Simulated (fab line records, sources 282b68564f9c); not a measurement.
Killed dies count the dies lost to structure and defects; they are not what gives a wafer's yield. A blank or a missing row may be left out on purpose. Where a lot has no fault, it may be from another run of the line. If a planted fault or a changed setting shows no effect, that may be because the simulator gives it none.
A struck lot beside a sound one | flow rit_cmos | 23 out of 202 route steps
Sound: wafers L631.1, L631.3, L631.5. The struck wafers were L637.1, L637.3, L637.5. The cause comes at the end.
Each step with rows lists, per side, the tool, then ch with its chambers, then its first start. Under that, the readings that differ: sound wafers | struck wafers | difference of the means | sigmas: that difference in standard deviations of wafers without a fault.
alike: words and numbers the same on both sides, and readings whose means are apart by under 2 such deviations; not compared: readings that were withheld, readings missing a value for some wafer, numbers with overlapping values and no deviation given by the record, and bounds like >300 which may hide the same value.
Wherever a step has rows on one side only, a row that says differs or no value, or a row with sigmas, the two part there. Numbers that don't overlap but have no deviation are shown without sigmas and don't part them. Lack of a reading on every wafer of one side parts them only where that side has two or more wafers.

RIT_CONTACT_CD_MEAS_08 targets a cd of 1000 nm.
  struck on cd_sem-01, day 6 19:12; sound on cd_sem-01, day 5 11:55
  alike: cd_nm
RIT_CONTACT_OVL_MEAS_09:
  struck on overlay-01, day 6 19:19; sound on overlay-01, day 5 12:02
  alike: CONTACT_OVL
then, 1 step without rows for these wafers: RIT_CONTACT_HARDBAKE_10 (time 60 s).
RIT_CONTACT_ETCH_11: etches SiO2 in CHF3/CF4/Ar, stops on TiSi2, target depth 480 nm, time 320 s.
  sound on rie_diel-03 ch 2,3, day 5 12:14; struck on rie_diel-04 ch 0,1,2, day 6 19:31
  alike: drypump_motor_current_A, oes_product_au, rf_fwd_power_W, throttle_valve_pct
  not compared: rf_hours_counter_h
RIT_CONTACT_STRIP_12: strips in O2, time 180 s.
  sound on plasma_asher-01 ch 0,1, day 5 12:25; struck on plasma_asher-02 ch 0,1, day 6 19:42
  alike: drypump_motor_current_A
  not compared: rf_hours_counter_h
RIT_CONTACT_CD_MEAS_90 targets a cd of 1000 nm.
  struck on cd_sem-01, day 6 19:53; sound on cd_sem-01, day 5 12:36
  alike: cd_nm
then, 2 steps without rows for these wafers: RIT_CONTACT_CLEAN_13 (cleans in SC1, time 600 s); RIT_CONTACT_CLEAN_14 (cleans in SC2, time 600 s).
RIT_M1_SPUTTER_00: material Al, target thk 400 nm, time 500 s.
  struck on pvd_sputter-03, day 6 20:21; sound on pvd_sputter-03, day 5 13:04
  alike: throttle_valve_pct
RIT_M1_RS_MEAS_01: uses a four-point probe to measure.
  struck on film_metro-02, day 6 20:38; sound on film_metro-01, day 5 13:22
  alike: M1_AL_RS
RIT_M1_THK_MEAS_02: measures by xrf.
  struck on film_metro-02, day 6 20:46; sound on film_metro-01, day 5 13:29
  alike: M1_AL_THK
then, 1 step without rows for these wafers: RIT_M1_HMDS_03 (prime time 60 s).
RIT_M1_COAT_04: resist thk 1300 nm.
  sound on litho_track-04 ch 0, day 5 13:41; struck on litho_track-04 ch 0, day 6 20:58
  reading                                 | sound          | struck         | difference | sigmas
  model.NOVOLAK_of_M1_COAT_04.thk_nm (nm) | 1296 1297 1298 | 1016 1017 1013 | -282       |
then, 4 steps without rows for these wafers: RIT_M1_SOFTBAKE_05 (time 60 s); RIT_M1_EXPOSE_06 (exposes mask M12, target cd 2600 nm); RIT_M1_PEB_07; RIT_M1_DEVELOP_08 (develop time 68 s).
RIT_M1_CD_MEAS_09 targets a cd of 2600 nm.
  struck on cd_sem-01, day 6 21:46; sound on cd_sem-01, day 5 14:33
  reading    | sound                | struck               | difference | sigmas
  cd_nm (nm) | 2600.9 2602.8 2601.4 | 2576.1 2573.9 2574.7 | -26.8      | -13
RIT_M1_OVL_MEAS_10:
  struck on overlay-01, day 6 21:53; sound on overlay-02, day 5 14:40
  alike: M1_OVL
then, 1 step without rows for these wafers: RIT_M1_HARDBAKE_11 (time 120 s).
RIT_M1_METAL_ETCH_12: etches Al in Cl2/BCl3, stops on SiO2, time 165 s, target depth 600 nm.
  sound on rie_metal-01 ch 0, day 5 15:08; struck on rie_metal-04 ch 0,1, day 6 22:11
  reading                                 | sound             | struck            | difference | sigmas
  model.NOVOLAK_of_M1_COAT_04.thk_nm (nm) | 804.2 804.1 805.7 | 562.1 565.3 558.8 | -242.6     |
  model.M1.cd_nm (nm)                     | 2601 2603 2604    | 2578 2572 2574    | -28        |
  alike: drypump_motor_current_A, oes_product_au, rf_fwd_power_W, throttle_valve_pct
  not compared: rf_hours_counter_h
then, 1 step without rows for these wafers: RIT_M1_STRIP_13 (strips in nmp, time 600 s).
RIT_M1_PROBE_99:
  struck on prober-02, day 7 00:28; sound on prober-02, day 5 17:25
  reading                      | sound          | struck         | difference | sigmas
  model.etest.m1.width_nm (nm) | 2597 2605 2602 | 2579 2571 2575 | -26        |
  alike: defect_limited_yield, killed_at_contacts, killed_at_front_end, killed_dies, killed_open, killed_short, sort_bin_3_pad_short, sort_bin_5_function, sort_bin_6_memory, sort_n_pass, sort_yield_pct

WHERE THEY PART
Within this record, at RIT_M1_CD_MEAS_09 only. Later steps at which nothing parts them and some readings are alike: RIT_M1_OVL_MEAS_10, RIT_M1_METAL_ETCH_12, RIT_M1_PROBE_99.

WHY: the cause the simulator had injected
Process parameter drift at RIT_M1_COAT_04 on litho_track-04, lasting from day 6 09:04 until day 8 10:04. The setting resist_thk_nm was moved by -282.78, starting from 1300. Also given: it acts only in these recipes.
